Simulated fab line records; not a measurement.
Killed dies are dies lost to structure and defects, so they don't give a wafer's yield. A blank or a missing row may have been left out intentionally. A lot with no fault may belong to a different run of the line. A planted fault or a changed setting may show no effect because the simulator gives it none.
Comparing a struck lot with a sound one | flow berkeley cmos170 | 20 out of 331 route steps
Sound: wafers L326.1, L326.3, L326.6. Struck: wafers L332.1, L332.3, L332.4. At the end, the cause is stated.
Per side, at each step with rows, come the tool, then ch with its chambers, and then its first start. Under that, the readings that differ: sound wafers | struck wafers | difference of the means | sigmas: that difference in standard deviations of wafers without a fault.
alike: readings with means less than 2 such deviations apart, plus words and numbers identical on both sides. not compared: withheld readings, readings lacking a value on some wafer, bounds such as >300 that could conceal the same value, and numbers that have no deviation in the record and whose values overlap.
The two part at a step that has a row with sigmas, a row that says differs or no value, or rows on one side only. Numbers that have no deviation but don't overlap get no sigmas and don't part them. A reading that every wafer of one side lacks parts them only if that side has two wafers or more.

first, 1 step without rows for these wafers: UCB170_CONTACT_CVD_01 (deposits PSG from SiH4/O2/PH3, target thk 700 nm, time 2820 s).
UCB170_CONTACT_THK_MEAS_02:
  sound: film metro-02 at day 8 19:22; struck: film metro-01 at day 10 06:23
  reading              | sound       | struck      | difference | sigmas
  CONTACT_PSG_THK (nm) | 694 693 692 | 710 718 715 | +21        | +3
then, 3 steps without rows for these wafers: UCB170_CONTACT_HMDS_03 (prime time 60 s); UCB170_CONTACT_COAT_04 (resist thk 900 nm); UCB170_CONTACT_SOFTBAKE_05 (time 60 s).
UCB170_CONTACT_STRIP_06: strips in O2.
  sound on plasma asher-03 ch 1, day 8 20:05; struck on plasma asher-01 ch 0,1, day 10 06:54
  reading                      | sound             | struck            | difference | sigmas
  strip time to endpoint s (s) | 21.91 21.88 21.94 | 22.13 22.12 22.11 | +0.21      | +3
  alike: chamber pressure mTorr, drypump motor current A, oes product au
  not compared: rf hours counter h
then, 1 step without rows for these wafers: UCB170_CONTACT_CLEAN_07 (cleans in SPM, time 600 s).
UCB170_CONTACT_RTA_08: time 10 s.
  sound on rtp anneal-01 ch 0, day 8 20:22; struck on rtp anneal-01 ch 0, day 10 09:29
  alike: lamp power pct, wafer_temp_C_max
then, 2 steps without rows for these wafers: UCB170_CONTACT_COAT_09; UCB170_CONTACT_COAT_10 (resist thk 900 nm).
UCB170_CONTACT_SOFTBAKE_11: time 62.78 s.
  sound: litho track-03 ch 0; struck: litho track-04 ch 0
  alike: plate sensor t centre C, plate sensor t edge C
then, 1 step without rows for these wafers: UCB170_CONTACT_EXPOSE_12 (exposes mask CONT, target cd 700 nm).
UCB170_CONTACT_PEB_13:
  sound on litho track-04 ch 0, day 8 21:53; struck on litho track-04 ch 0, day 10 11:00
then, 1 step without rows for these wafers: UCB170_CONTACT_DEVELOP_14 (develop time 45 s).
UCB170_CONTACT_CD_MEAS_15: target cd 700 nm.
  sound: cd sem-02 at day 8 22:10; struck: cd sem-02 at day 10 11:58
  reading    | sound             | struck            | difference | sigmas
  cd nm (nm) | 700.3 700.5 701.0 | 713.1 713.9 711.8 | +12.3      | +9
UCB170_CONTACT_OVL_MEAS_16:
  sound: overlay-02 at day 8 22:17; struck: overlay-02 at day 10 12:05
  reading          | sound | struck     | difference | sigmas
  CONTACT_OVL (nm) | 4 9 3 | -12 -6 -10 | -15        | -3
UCB170_CONTACT_ETCH_17: etches BARC in N2/H2.
  sound on rie diel-01 ch 0,1,3, day 8 22:19; struck on rie diel-01 ch 0,1,2, day 10 12:07
  reading                  | sound             | struck            | difference | sigmas
  model.CONTACT.cd nm (nm) | 699.4 699.2 700.8 | 712.7 714.8 711.7 | +13.3      |
  alike: chamber pressure mTorr, drypump motor current A, n2 flow sccm, oes product au, throttle valve pct
UCB170_CONTACT_ETCH_18: etches PSG in CHF3/CF4/Ar, stops on TiSi2, target depth 840 nm, time 195 s.
  sound: rie diel-01 ch 0,1,3; struck: rie diel-01 ch 0,1,2
  reading                  | sound             | struck            | difference | sigmas
  model.CONTACT.cd nm (nm) | 699.1 699.8 700.8 | 712.8 714.9 712.4 | +13.5      |
  alike: CHF3_flow_sccm, chamber pressure mTorr, drypump motor current A, oes product au, throttle valve pct
  not compared: rf hours counter h
UCB170_CONTACT_STRIP_19: strips in O2.
  sound on plasma asher-04 ch 0,1, day 8 22:29; struck on plasma asher-04 ch 0,1, day 10 12:17
  alike: chamber pressure mTorr, drypump motor current A, oes product au
  not compared: rf hours counter h
UCB170_M3_PROBE_99:
  record: rows for the struck wafers here (prober-02, day 11 06:31), none for the sound ones

## WHERE THEY PART
At UCB170_CONTACT_THK_MEAS_02 first; at UCB170_M3_PROBE_99 last (within this record only).

WHY: the cause the simulator had injected
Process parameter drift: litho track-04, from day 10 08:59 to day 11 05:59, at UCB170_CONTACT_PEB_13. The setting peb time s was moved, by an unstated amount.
